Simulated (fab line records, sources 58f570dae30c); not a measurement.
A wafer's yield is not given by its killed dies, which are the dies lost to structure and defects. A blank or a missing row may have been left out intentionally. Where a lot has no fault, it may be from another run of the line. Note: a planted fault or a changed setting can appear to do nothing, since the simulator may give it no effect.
Split-lot study	flow berkeley-cmos170	23 wafers read across 5 lots, on a route 331 steps long

== SPLIT DETAILS ==
At UCB170_CONTACT_COAT_10 (resist thk 900 nm), the setting spin-rpm was moved away from the recipe's 1500 rpm on 5 of the 23 wafers read, by -6.7% to -4.1%. The other wafers ran this setting at the recipe's value.

== FROM THE SPLIT TO THE READING: what the file shows between them, 3 steps ==
- UCB170_CONTACT_SOFTBAKE_11: time 60 s
- UCB170_CONTACT_EXPOSE_12: exposes mask CONT, target cd 700 nm
- UCB170_CONTACT_ETCH_17: etches BARC in N2/H2

== THE READING ==
KrF_of_CONTACT_COAT_10.thk-nm (the simulator's own value, which no gauge read), in nm, at UCB170_CONTACT_ETCH_18 (etches PSG in CHF3/CF4/Ar, stops on TiSi2, target depth 840 nm, time 195 s). There is no usual value for it anywhere in the file. Average 693.0 nm, standard deviation 2.8 nm, over the 18 wafers here run with the recipe.

wafer	tool, chamber at the split	spin-rpm as run, rpm	against the recipe	KrF_of_CONTACT_COAT_10.thk-nm, nm	against lot-mates on the recipe
L074.1	litho-track-01, 0	1500	recipe	696.2	-
L074.2	litho-track-01, 0	1500	recipe	692.8	-
L074.4	litho-track-01, 0	1400	-6.7%	733.1	+38.6
L074.5	litho-track-01, 0	1400	-6.7%	725.3	+30.8
L074.6	litho-track-01, 0	1400	-6.7%	727.5	+33.0
L076.1	litho-track-03, 0	1439	-4.1%	708.3	+13.3
L076.3	litho-track-03, 0	1500	recipe	694.9	-
L076.4	litho-track-03, 0	1439	-4.1%	717.7	+22.7
L076.5	litho-track-03, 0	1500	recipe	693.4	-
L076.6	litho-track-03, 0	1500	recipe	696.6	-
L082.1	litho-track-04, 0	1500	recipe	693.7	-
L082.2	litho-track-04, 0	1500	recipe	690.8	-
L082.4	litho-track-04, 0	1500	recipe	696	-
L082.5	litho-track-04, 0	1500	recipe	693.5	-
L082.6	litho-track-04, 0	1500	recipe	696.5	-
L083.1	litho-track-01, 0	1500	recipe	695.4	-
L083.5	litho-track-01, 0	1500	recipe	695.4	-
L083.6	litho-track-01, 0	1500	recipe	693	-
L084.1	litho-track-01, 0	1500	recipe	687.5	-
L084.2	litho-track-01, 0	1500	recipe	688.4	-
L084.3	litho-track-01, 0	1500	recipe	689.4	-
L084.6	litho-track-01, 0	1500	recipe	689.4	-
L084.4	litho-track-01, 0	1500	recipe	691.3	-

THE FIT
A straight line over all 23 wafers: KrF_of_CONTACT_COAT_10.thk-nm changes by -5.27 nm for each +1% of spin-rpm; r = -0.97; the points scatter about the line by 3.3 nm.
The same after taking each lot's own level away (the mean of its wafers on the recipe; 23 wafers): -5 nm for each +1%; r = -0.98; scatter 2.5 nm.
According to that fit, moving spin-rpm by its largest amount changes the reading by 33 nm.
Across the lots, their own levels run from 689.20 to 694.97 nm, a range of 2.0 times the standard deviation given above.
The two slopes agree, so the slope changes little with the lot-to-lot level.
Check: +31.3 nm against its lot-mates is what the line predicts for one of the wafers moved furthest among these (-6.7%) when that wafer is left out of the fit. Against them it came out at +38.6 nm.

== THE WHOLE CHAIN: every reading that the file lists as answering this split, in the file's order ==
step	what it does	reading	change (the file's fit)	r (the file's)
UCB170_CONTACT_COAT_10	resist thk 900 nm	KrF_of_CONTACT_COAT_10.thk-nm (the simulator's own value, which no gauge read)	-4.72 nm for each +1% of the setting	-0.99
UCB170_CONTACT_ETCH_18	etches PSG in CHF3/CF4/Ar, stops on TiSi2, target depth 840 nm, time 195 s	KrF_of_CONTACT_COAT_10.thk-nm (the simulator's own value, which no gauge read)	-4.94 nm for each +1% of the setting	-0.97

== FILE'S OWN FIT ==
KrF_of_CONTACT_COAT_10.thk-nm changes by -4.94 nm for each +1% of spin-rpm, r = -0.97.
